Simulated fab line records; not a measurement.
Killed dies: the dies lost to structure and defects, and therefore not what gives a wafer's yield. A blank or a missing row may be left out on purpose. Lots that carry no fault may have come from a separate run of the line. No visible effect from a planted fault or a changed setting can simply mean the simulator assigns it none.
fab line records    flow rit_cmos
record lots=6  wafers=18  last_day=7
route steps=202 shown PSD@150 SDANNEAL@153 NSD@158 PLDD@159 NLDD@160 SILICIDE@161 M1@202
lots with no fault: from the same line, run without faults
start_h: start of the lot's first displayed wafer, in hours after the record's first day    wait_h: hours since the lot's step before    " unchanged from the row above    L1.1+2: several wafers, shown together as one row    - no value present, or no start provided    * or withheld: withheld    < > ~ a bound
route shown NAME@n: NAME is a module with steps in the file, n the number in the route of the first one    usual: mean/standard deviation of fault-free wafers    same: alike in all rows    chamber/n: place in a boat    sites: per-site readings    _std_site: the values' standard deviation    _edge_site: the outer-site mean with the inner-site mean subtracted    radius_mm: how far each site lies from the wafer's centre    mask NAME#n: copy n    behind: the most recent tool/chamber to have shaped the wafer    hold: reason for holding the lot/hours on hold/outcome of the hold    device: the transistor (n, p or np) that didn't switch    end of line: the tests these same wafers got at the end of their route    step lacking rows: just its recipe    killed: count of dies lost to structure and defects at first sort (not the wafer's yield)    map: dies across one wafer; x = killed, . = not, _ = none there
set.NAME: the setting that was run; set.NAME@STEP: the one run at that earlier step    model.NAME: the simulator's own value behind a step, which no gauge read
lots at some steps of the route; a table a step, a row a wafer
services: the hour from which a tool's chamber was out of use, counted from the record's first day as start_h (under 0 if before that day), plus the number of hours and why
## steps
# step RIT_PSD_IMPLANT_08
# recipe species=BF2  energy_kev=27  dose_cm2=5e+15  tilt_deg=7
# step RIT_PSD_STRIP_09
# recipe chemistry=O2  time_s=180  resist=NOVOLAK  platen_temp_c=withheld  power_w=500  pressure_mtorr=4000  o2_flow_sccm=4000
# usual drypump_motor_current_A=5.8/0.41
lot.wafer  tool             chamber  start_h  wait_h  drypump_motor_current_A  rf_hours_counter_h
L750.1     plasma_asher-01  0        49.53    0.1     6.2                      37
L750.4     "                0        "        "       6.2                      -
L750.6     "                1        "        "       5.2                      -
L764.1     plasma_asher-04  0        119.31   0.1     6.3                      48
L764.5     "                0        "        "       6.3                      -
L764.6     "                1        "        "       5.3                      -
L767.1     plasma_asher-01  1        135.96   0.1     5.2                      2
L767.3     "                0        "        "       6.2                      -
L767.5     "                0        "        "       6.2                      -
L769.1     plasma_asher-03  1        143.30   0.1     5.7                      38
L769.2     "                0        "        "       6.1                      38
L769.4     "                0        "        "       6.1                      -
L770.1     plasma_asher-01  1        149.19   0.1     5.2                      4
L770.4     "                1        "        "       5.3                      -
L770.5     "                0        "        "       6.2                      -
L772.3     plasma_asher-01  0        159.25   0.1     6.2                      -
L772.5     "                1        "        "       5.2                      -
L772.6     "                0        "        "       6.2                      -
# step RIT_PSD_TW_MEAS_10
# usual PSD_TW=3428/23
lot.wafer  tool           chamber  start_h  wait_h  PSD_TW
L750.1     film_metro-03  -        49.70    0.1     3467
L750.4     "              -        "        "       3456
L750.6     "              -        "        "       3459
L764.1     film_metro-01  -        119.48   0.1     3414
L764.5     "              -        "        "       3414
L764.6     "              -        "        "       3424
L767.1     film_metro-02  -        136.13   0.1     3422
L767.3     "              -        "        "       3417
L767.5     "              -        "        "       3431
L769.1     film_metro-01  -        143.47   0.1     3423
L769.2     "              -        "        "       3421
L769.4     "              -        "        "       3441
L770.1     film_metro-02  -        149.37   0.1     3435
L770.4     "              -        "        "       3426
L770.5     "              -        "        "       3437
L772.3     film_metro-03  -        159.39   0.1     3455
L772.5     "              -        "        "       3440
L772.6     "              -        "        "       3447
# step RIT_SDANNEAL_CLEAN_00
# recipe chemistry=SC1  mix=3:3:50  time_s=600  temp_c=75
# step RIT_SDANNEAL_CLEAN_01
# recipe chemistry=dHF  dilution=50:1  time_s=30
# step RIT_SDANNEAL_CLEAN_02
# recipe chemistry=SC2  mix=3:3:50  time_s=600  temp_c=75  dry=n2_spin
# step RIT_SDANNEAL_RTA_03
# recipe temp_c=1050  time_s=5  idle_temp_c=600  ramp_up_c_per_s=342  ramp_down_c_per_s=171  cool_to_c=600  ambient=N2
# usual anneal_temp_c_max=1053.9/1.3  ramp_up_c_per_s=342.00/0.06  wafer_temp_C_max=1053.5/1.1
lot.wafer  tool           chamber  start_h  wait_h  anneal_temp_c_max  ramp_up_c_per_s  wafer_temp_C_max
L750.1     rtp_anneal-01  0        50.16    0.0     1053.3             341.94           1054.4
L750.4     "              0        "        "       1053.3             342.02           1052.4
L750.6     "              0        "        "       1055.0             341.95           1052.1
L764.1     rtp_anneal-02  0        119.92   0.0     1052.9             341.98           1053.9
L764.5     "              0        "        "       1053.3             342.00           1056.6
L764.6     "              0        "        "       1054.0             342.13           1054.2
L767.1     rtp_anneal-02  0        136.63   0.0     1052.4             341.96           1052.6
L767.3     "              0        "        "       1053.7             341.97           1054.1
L767.5     "              0        "        "       1052.8             341.93           1052.0
L769.1     rtp_anneal-02  0        143.92   0.0     1052.9             342.00           1052.4
L769.2     "              0        "        "       1052.2             342.08           1052.1
L769.4     "              0        "        "       1052.4             341.97           1054.3
L770.1     rtp_anneal-01  0        149.79   0.0     1054.5             342.09           1055.1
L770.4     "              0        "        "       1054.7             342.01           1051.3
L770.5     "              0        "        "       1054.3             342.15           1054.1
L772.3     rtp_anneal-01  0        159.83   0.0     1054.6             342.08           1055.3
L772.5     "              0        "        "       1055.3             342.02           1055.0
L772.6     "              0        "        "       1055.4             341.99           1051.8
# step RIT_SDANNEAL_RS_MEAS_04
# recipe thk_meas_gauge=four-point-probe
# usual PSD_RS=115.9/0.33
lot.wafer  tool           chamber  start_h  wait_h  PSD_RS[ohm/sq]
L750.1     film_metro-01  -        50.22    0.0     116.4
L750.4     "              -        "        "       115.7
L750.6     "              -        "        "       115.3
L764.1     film_metro-01  -        119.98   0.0     115.7
L764.5     "              -        "        "       115.8
L764.6     "              -        "        "       116.0
L767.1     film_metro-03  -        136.68   0.0     115.8
L767.3     "              -        "        "       116.2
L767.5     "              -        "        "       115.5
L769.1     film_metro-03  -        143.97   0.0     115.4
L769.2     "              -        "        "       115.7
L769.4     "              -        "        "       115.8
L770.1     film_metro-02  -        149.85   0.0     116.0
L770.4     "              -        "        "       115.7
L770.5     "              -        "        "       115.8
L772.3     film_metro-03  -        159.91   0.1     115.8
L772.5     "              -        "        "       115.7
L772.6     "              -        "        "       115.6
# step RIT_SDANNEAL_RS_MEAS_05
# recipe thk_meas_gauge=four-point-probe
# usual NSD_RS=84.54/0.28
lot.wafer  tool           chamber  start_h  wait_h  NSD_RS[ohm/sq]
L750.1     film_metro-01  -        50.34    0.1     84.94
L750.4     "              -        "        "       85.24
L750.6     "              -        "        "       85.28
L764.1     film_metro-01  -        120.10   0.1     84.93
L764.5     "              -        "        "       84.57
L764.6     "              -        "        "       84.71
L767.1     film_metro-03  -        136.80   0.1     84.11
L767.3     "              -        "        "       84.26
L767.5     "              -        "        "       84.36
L769.1     film_metro-03  -        144.09   0.1     84.35
L769.2     "              -        "        "       84.58
L769.4     "              -        "        "       84.40
L770.1     film_metro-02  -        149.97   0.1     84.12
L770.4     "              -        "        "       84.08
L770.5     "              -        "        "       84.27
L772.3     film_metro-03  -        160.03   0.1     84.43
L772.5     "              -        "        "       84.58
L772.6     "              -        "        "       84.70
# step RIT_SDANNEAL_RS_MEAS_06
# recipe thk_meas_gauge=four-point-probe
# usual PLDD_RS=179.7/0.51
lot.wafer  tool           chamber  start_h  wait_h  PLDD_RS[ohm/sq]
L750.1     film_metro-01  -        50.46    0.1     180.0
L750.4     "              -        "        "       179.4
L750.6     "              -        "        "       179.2
L764.1     film_metro-01  -        120.22   0.1     180.2
L764.5     "              -        "        "       179.8
L764.6     "              -        "        "       180.0
L767.1     film_metro-03  -        136.92   0.1     179.3
L767.3     "              -        "        "       180.0
L767.5     "              -        "        "       179.0
L769.1     film_metro-03  -        144.21   0.1     179.7
L769.2     "              -        "        "       180.3
L769.4     "              -        "        "       179.8
L770.1     film_metro-02  -        150.09   0.1     179.8
L770.4     "              -        "        "       179.0
L770.5     "              -        "        "       180.0
L772.3     film_metro-03  -        160.15   0.1     180.1
L772.5     "              -        "        "       179.9
L772.6     "              -        "        "       179.4
# step RIT_SDANNEAL_RS_MEAS_07
# recipe thk_meas_gauge=four-point-probe
# usual NLDD_RS=151.3/0.5
lot.wafer  tool           chamber  start_h  wait_h  NLDD_RS[ohm/sq]
L750.1     film_metro-01  -        50.58    0.1     151.1
L750.4     "              -        "        "       151.5
L750.6     "              -        "        "       151.4
L764.1     film_metro-01  -        120.34   0.1     151.5
L764.5     "              -        "        "       151.2
L764.6     "              -        "        "       151.1
L767.1     film_metro-03  -        137.04   0.1     150.6
L767.3     "              -        "        "       151.8
L767.5     "              -        "        "       150.9
L769.1     film_metro-03  -        144.33   0.1     151.2
L769.2     "              -        "        "       151.4
L769.4     "              -        "        "       150.6
L770.1     film_metro-02  -        150.21   0.1     150.6
L770.4     "              -        "        "       151.7
L770.5     "              -        "        "       151.0
L772.3     film_metro-03  -        160.27   0.1     151.1
L772.5     "              -        "        "       151.3
L772.6     "              -        "        "       150.9
# step RIT_SILICIDE_WET_ETCH_00
# recipe chemistry=BOE  target=SiO2  target_depth_nm=14  time_s=15  dry=n2_spin  dilution=10:1  temp_c=21.5
# step RIT_SILICIDE_SPUTTER_01
# recipe material=Ti  target_thk_nm=30  power_w=350  chamber_pressure_pa=0.667  gas=Ar  time_s=240  substrate_temp_c=25
# usual throttle_valve_pct=29.8/1.3
lot.wafer  tool            chamber  start_h  wait_h  throttle_valve_pct  model.Ti_of_SILICIDE_SPUTTER_01.thk_nm
L750.1     pvd_sputter-01  -        50.71    0.0     29.8                29.51
L750.4     "               -        "        "       27.6                30.05
L750.6     "               -        "        "       29.9                29.72
L764.1     pvd_sputter-04  -        120.48   0.0     30.2                29.93
L764.5     "               -        "        "       30.1                29.89
L764.6     "               -        "        "       29.5                29.48
L767.1     pvd_sputter-04  -        137.18   0.0     31.8                29.4
L767.3     "               -        "        "       28.2                29.8
L767.5     "               -        "        "       30.1                43.33
L769.1     pvd_sputter-04  -        144.47   0.0     30.1                43.39
L769.2     "               -        "        "       28.9                29.93
L769.4     "               -        "        "       31.8                29.33
L770.1     pvd_sputter-01  -        150.34   0.0     31.1                30.1
L770.4     "               -        "        "       29.1                30.53
L770.5     "               -        "        "       27.8                30.12
L772.3     pvd_sputter-01  -        160.36   0.0     29.4                31.09
L772.5     "               -        "        "       27.9                30.59
L772.6     "               -        "        "       31.3                30.35
# step RIT_SILICIDE_RS_MEAS_02
# recipe thk_meas_gauge=four-point-probe  reads=Ti_of_SILICIDE_SPUTTER_01
# usual SILICIDE_TI_RS=48.2/0.89
lot.wafer  tool           chamber  start_h  wait_h  SILICIDE_TI_RS[ohm/sq]
L750.1     film_metro-02  -        50.86    0.1     48.8
L750.4     "              -        "        "       47.7
L750.6     "              -        "        "       48.4
L764.1     film_metro-04  -        120.63   0.1     48.0
L764.5     "              -        "        "       48.0
L764.6     "              -        "        "       49.1
L767.1     film_metro-01  -        137.33   0.1     49.2
L767.3     "              -        "        "       48.4
L767.5     "              -        "        "       30.4
L769.1     film_metro-04  -        144.62   0.1     30.3
L769.2     "              -        "        "       48.0
L769.4     "              -        "        "       49.3
L770.1     film_metro-01  -        150.49   0.1     47.7
L770.4     "              -        "        "       46.9
L770.5     "              -        "        "       47.6
L772.3     film_metro-04  -        160.55   0.1     45.9
L772.5     "              -        "        "       46.7
L772.6     "              -        "        "       47.2
# step RIT_SILICIDE_THK_MEAS_03
# recipe thk_meas_gauge=xrf  reads=Ti_of_SILICIDE_SPUTTER_01
# usual SILICIDE_TI_THK=29.8/0.44
lot.wafer  tool           chamber  start_h  wait_h  SILICIDE_TI_THK[nm]
L750.1     film_metro-02  -        50.98    0.1     29.9
L750.4     "              -        "        "       30.2
L750.6     "              -        "        "       29.9
L764.1     film_metro-04  -        120.75   0.1     29.8
L764.5     "              -        "        "       29.8
L764.6     "              -        "        "       29.3
L767.1     film_metro-01  -        137.45   0.1     29.4
L767.3     "              -        "        "       29.8
L767.5     "              -        "        "       43.2
L769.1     film_metro-04  -        144.74   0.1     43.2
L769.2     "              -        "        "       29.9
L769.4     "              -        "        "       29.4
L770.1     film_metro-01  -        150.61   0.1     30.0
L770.4     "              -        "        "       30.5
L770.5     "              -        "        "       29.9
L772.3     film_metro-04  -        160.65   0.1     31.1
L772.5     "              -        "        "       30.5
L772.6     "              -        "        "       30.4
# step RIT_SILICIDE_RTA_04
# recipe temp_c=650  time_s=10.45  idle_temp_c=25  ramp_up_s=5  ramp_down_s=5  cool_to_c=25  ambient=N2
# usual anneal_temp_c_max=652.5/0.74  wafer_temp_C_max=652.9/1
lot.wafer  tool           chamber  start_h  wait_h  anneal_temp_c_max  wafer_temp_C_max
L750.1     rtp_anneal-02  0        51.04    0.1     652.5              653.7
L750.4     "              0        "        "       651.6              653.6
L750.6     "              0        "        "       652.5              653.6
L764.1     rtp_anneal-01  0        120.81   0.1     652.7              651.4
L764.5     "              0        "        "       653.2              652.0
L764.6     "              0        "        "       652.8              652.3
L767.1     rtp_anneal-01  0        137.51   0.1     653.3              651.9
L767.3     "              0        "        "       652.8              651.9
L767.5     "              0        "        "       653.4              652.0
L769.1     rtp_anneal-01  0        144.80   0.1     653.4              652.7
L769.2     "              0        "        "       652.3              651.9
L769.4     "              0        "        "       652.4              651.9
L770.1     rtp_anneal-02  0        150.67   0.1     651.4              653.5
L770.4     "              0        "        "       651.9              655.0
L770.5     "              0        "        "       652.6              655.2
L772.3     rtp_anneal-02  0        160.71   0.1     651.4              653.3
L772.5     "              0        "        "       651.6              654.1
L772.6     "              0        "        "       651.7              654.4
# step RIT_M1_PROBE_99
# usual killed_at_front_end=6.3/2.8  killed_dies=6.4/2.8  killed_open=3.3/1.7  killed_short=3.1/1.9
# same gross_dies=264  killed_at_M0_to_M3=0  killed_at_M4_up=0  killed_at_back_side=0  killed_at_contacts=0  killed_at_other=0
lot.wafer  tool       chamber  start_h  wait_h  killed_at_front_end  killed_dies  killed_open  killed_short  model.etest.nmos_0p15.r_on_ohm_um  model.etest.contact_pplus.end_ohm_um  model.etest.npoly_line.line_ohm_um  model.etest.contact_nplus.end_ohm_um  model.etest.ppoly_line.line_ohm_um  model.etest.npoly_line.width_nm  model.etest.ppoly_line.width_nm  model.etest.npoly_line.rs_ohm_sq
L750.1     prober-01  -        57.81    0.1     5                    5            4            1             1145                               44.63                                 165                                 43.65                                 158                                 103.3                            104.6                            17.21
L750.4     prober-01  -        57.96    0.2     11                   11           5            6             1199                               44.74                                 166.3                               43.77                                 162.1                               101.2                            102.4                            16.89
L750.6     prober-01  -        58.06    0.2     14                   14           7            7             1127                               45.69                                 165.2                               41.77                                 161.2                               102                              102.3                            16.95
L764.1     prober-02  -        128.67   0.1     4                    4            4            0             1152                               43.34                                 172.5                               43.24                                 168                                 97.04                            98.39                            16.96
L764.5     prober-02  -        128.87   0.2     9                    9            5            4             1130                               44.21                                 172.8                               43.21                                 165                                 98.02                            98.69                            17.09
L764.6     prober-02  -        128.92   0.2     6                    6            3            3             1099                               43.55                                 179.6                               42.56                                 166.8                               96.68                            97.9                             17.16
L767.1     prober-02  -        146.34   0.1     7                    7            4            3             1153                               43.33                                 170                                 39.83                                 161.2                               101.7                            102.6                            17.14
L767.3     prober-02  -        146.44   0.2     4                    4            2            2             1176                               44.63                                 167.6                               42.75                                 162.4                               100.4                            101.1                            17.03
L767.5     prober-02  -        146.54   0.2     4                    4            2            2             1248                               66.81                                 143.7                               61.82                                 143.8                               93.25                            93.39                            13.62
L769.1     prober-02  -        151.42   0.1     0                    0            0            0             1172                               65.94                                 141                                 65.89                                 139.7                               94.16                            94.12                            13.6
L769.2     prober-02  -        151.47   0.1     6                    6            3            3             1078                               43.42                                 172.9                               43.17                                 166.7                               99.03                            99.68                            16.96
L769.4     prober-02  -        151.57   0.2     4                    4            2            2             1141                               43.19                                 166.7                               42.09                                 161.3                               101.5                            102.3                            17.26
L770.1     prober-01  -        157.47   0.1     5                    5            3            2             1112                               43.32                                 164.9                               40.44                                 157                                 102.2                            102.9                            16.82
L770.4     prober-01  -        157.62   0.2     15                   15           9            5             1143                               45.1                                  161.1                               42.93                                 156.2                               102.5                            103.5                            16.64
L770.5     prober-01  -        157.67   0.2     10                   10           1            9             1146                               44.25                                 160.9                               40.6                                  151.7                               105.5                            106.1                            16.87
L772.3     prober-01  -        167.22   0.2     7                    7            4            3             1108                               45.53                                 169.8                               45.17                                 163.1                               96.46                            97.31                            16.53
L772.5     prober-01  -        167.32   0.2     10                   10           4            6             1092                               45.18                                 175.5                               42.76                                 166.3                               96.84                            97.88                            16.77
L772.6     prober-01  -        167.37   0.2     6                    6            3            3             1132                               44.81                                 174                                 43.09                                 168.1                               96.56                            97.07                            16.82
# killed by level:class
L750.1 FOX1:geometric_particle:open=2 FOX1:geometric_particle:short=1 GATE:geometric_particle:open=1 SPACER:geometric_particle:open=1
L750.4 SILICIDE:geometric_particle:short=3 GATE:geometric_particle:short=2 GATE:geometric_particle:open=2 SILICIDE:geometric_particle:open=2 FOX1:geometric_particle:short=1 FOX2:geometric_particle:open=1
L750.6 GATE:geometric_particle:short=5 FOX1:geometric_particle:open=2 GATE:geometric_particle:open=2 REOX:geometric_particle:open=1 SPACER:geometric_particle:open=1 SPACER:geometric_particle:short=1 SILICIDE:geometric_particle:short=1 SILICIDE:geometric_particle:open=1
L764.1 SPACER:geometric_particle:open=3 GATE:geometric_particle:open=1
L764.5 GATE:geometric_particle:short=2 GATE:geometric_particle:open=2 REOX:geometric_particle:open=2 FOX1:geometric_particle:open=1 FOX1:geometric_particle:short=1 FOX2:geometric_particle:short=1
L764.6 GATE:geometric_particle:short=2 SPACER:geometric_particle:open=2 FOX1:geometric_particle:short=1 REOX:geometric_particle:open=1
L767.1 FOX1:geometric_particle:short=2 GATE:geometric_particle:open=2 FOX2:geometric_particle:short=1 FOX2:geometric_particle:open=1 SILICIDE:geometric_particle:open=1
L767.3 ACTIVE:geometric_particle:open=1 GATE:geometric_particle:short=1 GATE:geometric_particle:open=1 SPACER:geometric_particle:short=1
L767.5 GATE:geometric_particle:short=2 GATE:geometric_particle:open=1 SILICIDE:geometric_particle:open=1
L769.1
L769.2 FOX1:geometric_particle:short=1 FOX1:geometric_particle:open=1 REOX:geometric_particle:open=1 SPACER:geometric_particle:short=1 SILICIDE:geometric_particle:open=1 SILICIDE:geometric_particle:short=1
L769.4 REOX:geometric_particle:short=2 FOX2:geometric_particle:open=1 GATE:geometric_particle:open=1
L770.1 REOX:geometric_particle:open=2 FOX1:geometric_particle:short=1 SILICIDE:geometric_particle:open=1 SILICIDE:geometric_particle:short=1
L770.4 SPACER:geometric_particle:open=4 REOX:geometric_particle:short=3 GATE:geometric_particle:open=2 FOX1:geometric_particle:open=1 FOX2:geometric_particle:short=1 REOX:geometric_particle:open=1 SILICIDE:geometric_particle:short=1 SILICIDE:geometric_particle:open=1
L770.5 REOX:geometric_particle:short=3 GATE:geometric_particle:short=2 FOX1:geometric_particle:short=1 FOX2:geometric_particle:short=1 REOX:geometric_particle:open=1 SPACER:geometric_particle:short=1 SILICIDE:geometric_particle:short=1
L772.3 FOX1:geometric_particle:open=1 FOX1:geometric_particle:short=1 FOX2:geometric_particle:open=1 FOX2:geometric_particle:short=1 GATE:geometric_particle:open=1 GATE:geometric_particle:short=1 REOX:geometric_particle:open=1
L772.5 FOX1:geometric_particle:open=2 REOX:geometric_particle:short=2 FOX1:geometric_particle:short=1 GATE:geometric_particle:open=1 GATE:geometric_particle:short=1 SPACER:geometric_particle:short=1 SPACER:geometric_particle:open=1 SILICIDE:geometric_particle:short=1
L772.6 FOX1:geometric_particle:short=1 FOX1:geometric_particle:open=1 GATE:geometric_particle:open=1 REOX:geometric_particle:open=1 SPACER:geometric_particle:short=1 SILICIDE:geometric_particle:short=1
## services
tool             chamber  start_h  hours  kind
plasma_asher-04  -        40.20    13.1   repair
plasma_asher-03  -        71.77    2.8    pm
plasma_asher-04  -        83.19    3.2    repair
pvd_sputter-04   -        86.70    6.6    repair
pvd_sputter-01   -        103.62   2.4    repair
plasma_asher-01  -        108.75   9.0    pm
plasma_asher-01  0        108.75   9.0    vent_cycle
plasma_asher-01  1        108.75   9.0    vent_cycle
plasma_asher-01  0        117.75   -      clean
plasma_asher-01  1        117.75   -      clean
pvd_sputter-01   -        124.01   4.9    repair
plasma_asher-04  -        139.44   1.2    repair
pvd_sputter-04   -        155.97   1.9    repair
## key
first_sign step=RIT_SILICIDE_RS_MEAS_02  reading=SILICIDE_TI_RS  direction=down  sigmas=20  usual=48.2  struck=30.3
effect step=RIT_SILICIDE_THK_MEAS_03  reading=SILICIDE_TI_THK  direction=up  sigmas=30  usual=29.8  struck=43.2
model_effect step=RIT_SILICIDE_SPUTTER_01  value=Ti_of_SILICIDE_SPUTTER_01.thk_nm  without=29.86  struck=43.36
model_effect step=RIT_M1_PROBE_99  value=etest.nmos_0p15.r_on_ohm_um  without=1143  struck=1210
met_at RIT_SILICIDE_SPUTTER_01
struck_wafers L767.5,L769.1
tester_left_out L767,L769
onset_between 120.48 137.18
fault kind=process_parameter_drift  tool=pvd_sputter-04  chamber=-  onset_h=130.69  steps=RIT_SILICIDE_SPUTTER_01  channel=target_thk_nm  offset=13.5  shape=step  end_h=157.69  stated=30  scope=struck_wafers_only
# tester_left_out: of these lots the tester's yield and bins aren't shown, on N5 and GAA mostly nor the transistor test; their killed dies are dies lost to structure and defects alone, not to doping, threshold or leakage, so they don't give the yield
